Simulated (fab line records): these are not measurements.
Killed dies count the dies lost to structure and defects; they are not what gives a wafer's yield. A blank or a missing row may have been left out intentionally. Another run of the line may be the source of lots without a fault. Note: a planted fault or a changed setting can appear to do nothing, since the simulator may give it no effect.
Which of the tools did it? :: flow berkeleyCmos170 :: 15 lots with 45 wafers sampled at 2 steps, on a route of 331 steps

## WHAT EACH GAUGE READ, for each wafer
UCB170_PLDD_OVL_MEAS_07.
lot: L341
measured: day 6 16:55
on: overlay-02
PLDD_OVL (nm): 0 -2 0

lot: L342
measured: day 6 16:58
on: overlay-02
PLDD_OVL (nm): 2 1 -2

lot: L343
measured: day 6 23:02
on: overlay-02
PLDD_OVL (nm): -8 -4 -1

lot: L345
measured: day 7 10:29
on: overlay-01
PLDD_OVL (nm): -3 -1 0

lot: L347
measured: day 7 10:48
on: overlay-02
PLDD_OVL (nm): 0 3 0

lot: L346
measured: day 7 11:02
on: overlay-02
PLDD_OVL (nm): -8 -12 3

lot: L344
measured: day 7 11:17
on: overlay-02
PLDD_OVL (nm): 2 5 2

lot: L350
measured: day 7 18:35
on: overlay-02
PLDD_OVL (nm): -6 -1 4

lot: L348
measured: day 7 18:53
on: overlay-01
PLDD_OVL (nm): 2 -2 6

lot: L349
measured: day 7 19:04
on: overlay-01
PLDD_OVL (nm): 5 -5 1

lot: L355
measured: day 9 00:53
on: overlay-02
PLDD_OVL (nm): 12 7 3

lot: L357
measured: day 9 09:20
on: overlay-01
PLDD_OVL (nm): -1 4 1

lot: L360
measured: day 10 11:58
on: overlay-01
PLDD_OVL (nm): 4 2 5

lot: L363
measured: day 10 12:42
on: overlay-01
PLDD_OVL (nm): 9 0 6

lot: L364
measured: day 10 21:50
on: overlay-02
PLDD_OVL (nm): 2 3 -4

UCB170_NSD_CD_MEAS_06: the cd target is 1200 nm.
lot: L341
measured: day 7 06:50
on: cdSem-01
cdNm (nm): 1199.0 1198.0 1199.0

lot: L342
measured: day 7 06:58
on: cdSem-01
cdNm (nm): 1199.0 1200.6 1200.9

lot: L343
measured: day 7 13:41
on: cdSem-01
cdNm (nm): 1200.5 1200.5 1198.9

lot: L345
measured: day 7 20:07
on: cdSem-02
cdNm (nm): 1197.6 1197.3 1198.7

lot: L347
measured: day 7 20:27
on: cdSem-01
cdNm (nm): 1200.8 1200.7 1201.0

lot: L346
measured: day 7 22:07
on: cdSem-02
cdNm (nm): 1198.7 1199.6 1198.0

lot: L344
measured: day 7 21:47
on: cdSem-02
cdNm (nm): 1200.4 1200.1 1200.4

lot: L350
measured: day 8 04:02
on: cdSem-02
cdNm (nm): 1199.3 1201.0 1201.0

lot: L348
measured: day 8 04:18
on: cdSem-01
cdNm (nm): 1199.5 1200.3 1200.6

lot: L349
measured: day 8 04:10
on: cdSem-02
cdNm (nm): 1196.6 1196.5 1196.7

lot: L355
measured: day 9 12:37
on: cdSem-02
cdNm (nm): 1200.2 1200.1 1200.5

lot: L357
measured: day 9 21:06
on: cdSem-02
cdNm (nm): 1196.3 1197.0 1197.2

lot: L360
measured: day 10 21:44
on: cdSem-02
cdNm (nm): 1200.5 1201.0 1200.5

lot: L363
measured: day 10 22:46
on: cdSem-02
cdNm (nm): 1200.4 1199.8 1200.9

lot: L364
measured: day 11 07:35
on: cdSem-01
cdNm (nm): 1199.7 1199.0 1199.8

## WHAT TOOL EACH LOT RAN ON (gives the tool, then ch and the chambers of the sampled wafers, and finally the start)
The record holds no process step before these readings.

## AS READ BY THE TOOLS THEMSELVES (means over the sampled wafers that have a number; for cases with no such wafer, the mark the record gives instead)
The record holds no such reading with a usual standard deviation.

## THE ANSWER, worked out from the rows above alone
Rule: the usual values come from the lots themselves. The widest of any qualifying gaps counts: lots, ordered by their means at a reading, are off when they make up no more than a third of the lots, leave a main group of 4 or more, and stand apart from it by 3 or more times the standard deviation of that group's means. A main group whose means are all the same, to the digits that the tables above print for the reading, isn't used. Also off: a lot with no number at a reading for which 4 or more lots have one. Any other lot the step has rows for is counted as sound. The gauges are gone through in route order, then the tools' own readings, and for those a lot's mean is taken as printed above. The first step at which some lot is off is used, and at that step the reading that is off furthest; a lot without a number counts as furthest.
No lot is off on any of the readings shown, so nothing can be concluded from this.

## WHAT THE SIMULATOR PUT IN
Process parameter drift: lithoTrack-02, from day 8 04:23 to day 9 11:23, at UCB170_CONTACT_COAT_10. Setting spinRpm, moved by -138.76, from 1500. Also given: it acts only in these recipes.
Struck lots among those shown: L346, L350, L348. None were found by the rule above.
